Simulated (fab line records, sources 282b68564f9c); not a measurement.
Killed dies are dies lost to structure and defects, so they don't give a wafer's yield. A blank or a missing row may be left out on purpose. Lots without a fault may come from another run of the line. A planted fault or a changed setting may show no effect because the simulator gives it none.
Split-lot experiment | flow rit_cmos | 5 lots, 23 wafers read, on a route of 202 steps

THE SPLIT
At RIT_PWELL_IMPLANT_08, the setting energy_kev was moved away from the recipe's 170 on 11 of the 23 wafers read, by -4.1% to +3.9%. The other wafers ran this setting at the recipe's value.

The reading is taken at the split's own step.

THE READING
implant.drp_nm (the simulator's own value, which no gauge read), in nm, at RIT_PWELL_IMPLANT_08. The file gives no usual value for it.

wafer  | tool, chamber at the split | energy_kev as run | against the recipe | implant.drp_nm, nm | against lot-mates on the recipe
L074.1 | implanter-03, 0            | 176.7             | +3.9%              | 103.9              | +1.0
L074.6 | implanter-03, 0            | 176.7             | +3.9%              | 103.9              | +1.0
L074.2 | implanter-03, 0            | 170               | recipe             | 102.9              | -
L074.3 | implanter-03, 0            | 170               | recipe             | 102.9              | -
L074.5 | implanter-03, 0            | 170               | recipe             | 102.9              | -
L079.1 | implanter-03, 0            | 163.9             | -3.6%              | 101.6              | -1.3
L079.3 | implanter-03, 0            | 163.9             | -3.6%              | 101.6              | -1.3
L079.6 | implanter-03, 0            | 163.9             | -3.6%              | 101.6              | -1.3
L079.2 | implanter-03, 0            | 170               | recipe             | 102.9              | -
L079.4 | implanter-03, 0            | 170               | recipe             | 102.9              | -
L080.1 | implanter-03, 0            | 163.3             | -3.9%              | 101.4              | -1.5
L080.4 | implanter-03, 0            | 163.3             | -3.9%              | 101.4              | -1.5
L080.6 | implanter-03, 0            | 163.3             | -3.9%              | 101.4              | -1.5
L080.2 | implanter-03, 0            | 170               | recipe             | 102.9              | -
L080.5 | implanter-03, 0            | 170               | recipe             | 102.9              | -
L082.1 | implanter-02, 0            | 163.1             | -4.1%              | 101.4              | -1.5
L082.5 | implanter-02, 0            | 163.1             | -4.1%              | 101.4              | -1.5
L082.6 | implanter-02, 0            | 163.1             | -4.1%              | 101.4              | -1.5
L082.3 | implanter-02, 0            | 170               | recipe             | 102.9              | -
L082.4 | implanter-02, 0            | 170               | recipe             | 102.9              | -
L083.1 | implanter-01, 0            | 170               | recipe             | 102.9              | -
L083.3 | implanter-01, 0            | 170               | recipe             | 102.9              | -
L083.5 | implanter-01, 0            | 170               | recipe             | 102.9              | -

THE FIT
A straight line over all 23 wafers: implant.drp_nm changes by +0.336 nm for each +1% of energy_kev; r = +0.99; the points scatter about the line by 0.11 nm.
The same after taking each lot's own level away (the mean of its wafers on the recipe; 23 wafers): +0.336 nm for each +1%; r = +0.99; scatter 0.11 nm.
On that fit, the largest move of energy_kev shifts the reading by 1.4 nm.
The lots' own levels span 102.90 to 102.90 nm.
So the lot-to-lot level changes the slope little: the two slopes agree.
Check: with one of the wafers moved furthest among these (-4.1%) left out of the fit, the line predicts -1.44 nm for it against its lot-mates. It came out at -1.5 nm against them.

OTHER SPLITS ON THESE WAFERS
These wafers also went through other splits before the reading. Each is held against what the fit with the lots' levels taken away leaves over:
other split on the same wafers   | wafers away from the commonest value | r with implant.drp_nm (lot level and that fit taken away)
RIT_ACTIVE_CVD_03 temp_c         | 10                                   | -0.20
RIT_ACTIVE_DEVELOP_10 dev_temp_c | 11                                   | +0.30
RIT_FOX2_OXIDATION_00 temp_c     | 18                                   | -0.06
RIT_PWELL_SOFTBAKE_02 temp_c     | 6                                    | +0.09

THE FILE'S OWN FIT
implant.drp_nm changes by +0.344 nm for each +1% of energy_kev, r = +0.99.
